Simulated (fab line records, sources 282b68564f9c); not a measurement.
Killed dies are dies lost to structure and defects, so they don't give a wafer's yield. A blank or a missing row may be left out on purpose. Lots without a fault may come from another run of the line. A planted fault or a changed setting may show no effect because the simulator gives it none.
Split-lot experiment | flow rit_cmos | 5 lots, 27 wafers read, on a route of 202 steps

THE SPLIT
At RIT_CONTACT_ETCH_11 (etches SiO2 in CHF3/CF4/Ar, stops on TiSi2, target depth 480 nm, time 320 s), the setting time_s was moved away from the recipe's 320 s on 6 of the 27 wafers read, by -43.7% to +25.2%. The other wafers ran this setting at the recipe's value.

The reading is taken at the split's own step.

THE READING
NOVOLAK_of_CONTACT_COAT_03.thk_nm (the simulator's own value, which no gauge read), in nm, at RIT_CONTACT_ETCH_11 (etches SiO2 in CHF3/CF4/Ar, stops on TiSi2, target depth 480 nm, time 320 s). The file gives no usual value for it. The 21 wafers here that ran the recipe average 766.6 nm, standard deviation 1.6 nm.

wafer  | tool, chamber at the split | time_s as run, s | against the recipe | NOVOLAK_of_CONTACT_COAT_03.thk_nm, nm | against lot-mates on the recipe
L078.1 | rie_diel-02, 3             | 320              | recipe             | 767.5                                 | -
L078.2 | rie_diel-02, 2             | 320              | recipe             | 764.7                                 | -
L078.3 | rie_diel-02, 0             | 320              | recipe             | 766.9                                 | -
L078.4 | rie_diel-02, 0             | 320              | recipe             | 767                                   | -
L078.5 | rie_diel-02, 3             | 320              | recipe             | 767.1                                 | -
L078.6 | rie_diel-02, 2             | 320              | recipe             | 766.2                                 | -
L079.1 | rie_diel-04, 1             | 400.7            | +25.2%             | 735.3                                 | -31.8
L079.2 | rie_diel-04, 2             | 400.7            | +25.2%             | 736.4                                 | -30.7
L079.3 | rie_diel-04, 0             | 320              | recipe             | 767.1                                 | -
L079.4 | rie_diel-04, 3             | 320              | recipe             | 768.4                                 | -
L079.5 | rie_diel-04, 1             | 320              | recipe             | 765.9                                 | -
L079.6 | rie_diel-04, 2             | 400.7            | +25.2%             | 738.1                                 | -29.0
L081.1 | rie_diel-01, 1             | 180.3            | -43.7%             | 819.2                                 | +50.8
L081.2 | rie_diel-01, 0             | 320              | recipe             | 768.2                                 | -
L081.3 | rie_diel-01, 3             | 180.3            | -43.7%             | 817.6                                 | +49.2
L081.4 | rie_diel-01, 2             | 320              | recipe             | 767.7                                 | -
L081.5 | rie_diel-01, 0             | 180.3            | -43.7%             | 816.2                                 | +47.8
L081.6 | rie_diel-01, 1             | 320              | recipe             | 769.2                                 | -
L082.2 | rie_diel-04, 1             | 320              | recipe             | 767                                   | -
L082.4 | rie_diel-04, 0             | 320              | recipe             | 767.1                                 | -
L082.6 | rie_diel-04, 0             | 320              | recipe             | 766.7                                 | -
L083.1 | rie_diel-04, 0             | 320              | recipe             | 768.5                                 | -
L083.2 | rie_diel-04, 1             | 320              | recipe             | 763.4                                 | -
L083.3 | rie_diel-04, 2             | 320              | recipe             | 765.1                                 | -
L083.4 | rie_diel-04, 0             | 320              | recipe             | 766.7                                 | -
L083.5 | rie_diel-04, 2,1           | 320              | recipe             | 763.6                                 | -
L083.6 | rie_diel-04, 2,1           | 320              | recipe             | 763.6                                 | -
Where a row lists several chambers, the file gives one row for several wafers and doesn't say which wafer went through which chamber.

THE FIT
A straight line over all 27 wafers: NOVOLAK_of_CONTACT_COAT_03.thk_nm changes by -1.18 nm for each +1% of time_s; r = -1.00; the points scatter about the line by 1.6 nm.
The same after taking each lot's own level away (the mean of its wafers on the recipe; 27 wafers): -1.15 nm for each +1%; r = -1.00; scatter 1.4 nm.
On that fit, the largest move of time_s shifts the reading by 50 nm.
The lots' own levels span 765.15 to 768.37 nm, that is 2.0 times the standard deviation above.
So the lot-to-lot level changes the slope little: the two slopes agree.
Check: with one of the wafers moved furthest among these (-43.7%) left out of the fit, the line predicts +49.7 nm for it against its lot-mates. It came out at +50.8 nm against them.

OTHER SPLITS ON THESE WAFERS
These wafers also went through other splits before the reading. Each is held against what the fit with the lots' levels taken away leaves over:
other split on the same wafers        | wafers away from the commonest value | r with NOVOLAK_of_CONTACT_COAT_03.thk_nm (lot level and that fit taken away)
RIT_SPACER_ETCHBACK_05 target_depth_a | 6                                    | -0.35
RIT_PSD_DEVELOP_05 develop_time_s     | 9                                    | -0.07

THE FILE'S OWN FIT
NOVOLAK_of_CONTACT_COAT_03.thk_nm changes by -1.15 nm for each +1% of time_s, r = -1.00.
